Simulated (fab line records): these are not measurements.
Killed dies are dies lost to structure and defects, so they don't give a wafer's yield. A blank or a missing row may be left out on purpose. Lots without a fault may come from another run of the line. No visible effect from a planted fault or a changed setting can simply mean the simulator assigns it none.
Struck lot and sound lot, side by side :: flow rit-cmos :: 18 steps out of a route of 202
Sound: these wafers, L169.2, L169.4, L169.5. Wafers L186.3, L186.4, L186.6 were the ones struck. The cause comes at the end.
Per side, at each step with rows, come the tool, then ch with its chambers, and then its first start. Under that, the readings that differ: sound wafers :: struck wafers :: difference of the means :: sigmas: that difference in standard deviations of wafers without a fault.
alike: readings whose means differ by less than 2 such deviations, and words and numbers that are the same on both sides. not compared: withheld readings, readings that some wafer has no value for, bounds like >300 that may hide the same value, and numbers for which the record gives no deviation and whose values overlap.
A row with sigmas, a row that says differs or no value, or rows on one side alone: a step with any of these is where the two part. When numbers do not overlap yet have no deviation, they are printed without sigmas and do not part them. Lack of a reading on every wafer of one side parts them only where that side has two or more wafers.

RIT_CONTACT_OVL_MEAS_09:
  sound on overlay-02 at day 3 08:11; struck on overlay-02 at day 6 18:52
  alike: CONTACT_OVL
then, 1 step without rows for these wafers: RIT_CONTACT_HARDBAKE_10 (time 60 s).
RIT_CONTACT_ETCH_11: etches SiO2 in CHF3/CF4/Ar, stops on TiSi2, target depth 480 nm, time 320 s.
  sound on rie-diel-03 ch 0,2,3, day 3 08:22; struck on rie-diel-01 ch 0,1,3, day 6 19:02
  alike: O2_flow_sccm, chamber-pressure-mTorr, drypump-motor-current-A, oes-product-au, throttle-valve-pct
  not compared: rf-hours-counter-h
RIT_CONTACT_STRIP_12: strips in O2, time 180 s.
  sound on plasma-asher-04 ch 0,1, day 3 08:34; struck on plasma-asher-02 ch 0,1, day 6 19:17
  alike: chamber-pressure-mTorr, drypump-motor-current-A
  not compared: rf-hours-counter-h
RIT_CONTACT_CD_MEAS_90: the cd target is 1000 nm.
  sound on cd-sem-01 at day 3 08:46; struck on cd-sem-01 at day 6 19:26
  alike: cd-nm
then, 2 steps without rows for these wafers: RIT_CONTACT_CLEAN_13 (cleans in SC1, time 600 s); RIT_CONTACT_CLEAN_14 (cleans in SC2, time 600 s).
RIT_M1_SPUTTER_00: material Al, target thk 400 nm, time 500 s.
  sound on pvd-sputter-04 at day 3 09:14; struck on pvd-sputter-02 at day 6 19:54
  alike: cathode-dc-power-W, throttle-valve-pct
RIT_M1_RS_MEAS_01: measures by four-point-probe.
  sound on film-metro-02 at day 3 09:32; struck on film-metro-02 at day 6 20:14
  alike: M1_AL_RS
RIT_M1_THK_MEAS_02: measures by xrf.
  sound on film-metro-02 at day 3 09:39; struck on film-metro-02 at day 6 20:20
  alike: M1_AL_THK
then, 2 steps without rows for these wafers: RIT_M1_HMDS_03 (prime time 60 s); RIT_M1_COAT_04 (resist thk 1300 nm).
RIT_M1_SOFTBAKE_05: time 60 s.
  sound on litho-track-01 ch 0, day 3 10:19; struck on litho-track-02 ch 0, day 6 20:44
reading: heater-power-total-W (W)
sound: 34.49 34.64 34.65
struck: 35.74 35.73 35.79
difference: +1.16
sigmas: +23

reading: plate-temp-C (C)
sound: 90.04 90.07 89.93
struck: 92.13 92.21 92.08
difference: +2.13
sigmas: +16

reading: model.NOVOLAK_of_M1_COAT_04.thk-nm (nm)
sound: 1306 1311 1307
struck: 1291 1290 1292
difference: -17
sigmas: 
  alike: resist-line-temp-C
then, 2 steps without rows for these wafers: RIT_M1_EXPOSE_06 (exposes mask M12, target cd 2600 nm); RIT_M1_PEB_07.
RIT_M1_DEVELOP_08: develop time 68 s.
  sound: litho-track-04 ch 0; struck: litho-track-04 ch 0
reading: model.NOVOLAK_of_M1_COAT_04.thk-nm (nm)
sound: 1306 1310 1307
struck: 1291 1290 1292
difference: -17
sigmas: 
  alike: resist-line-temp-C
RIT_M1_CD_MEAS_09: the cd target is 2600 nm.
  sound on cd-sem-02 at day 3 10:53; struck on cd-sem-01 at day 6 21:18
  alike: cd-nm
RIT_M1_PROBE_99:
  sound on prober-01 at day 3 13:35; struck on prober-02 at day 7 00:11
  alike: defect-limited-yield, killed_at_M0_to_M3, killed-at-contacts, killed-at-front-end, killed-dies, killed-open, killed-short, sort_bin_3_pad_short, sort_bin_5_function, sort_bin_6_memory, sort-n-pass, sort-yield-pct

== WHERE THEY PART ==
Only at RIT_M1_SOFTBAKE_05, as far as this record shows. Later steps at which nothing parts them and some readings are alike: RIT_M1_DEVELOP_08, RIT_M1_CD_MEAS_09, RIT_M1_PROBE_99.

WHY: what had been put in by the simulator
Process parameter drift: litho-track-02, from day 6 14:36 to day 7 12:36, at RIT_M1_SOFTBAKE_05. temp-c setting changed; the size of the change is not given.
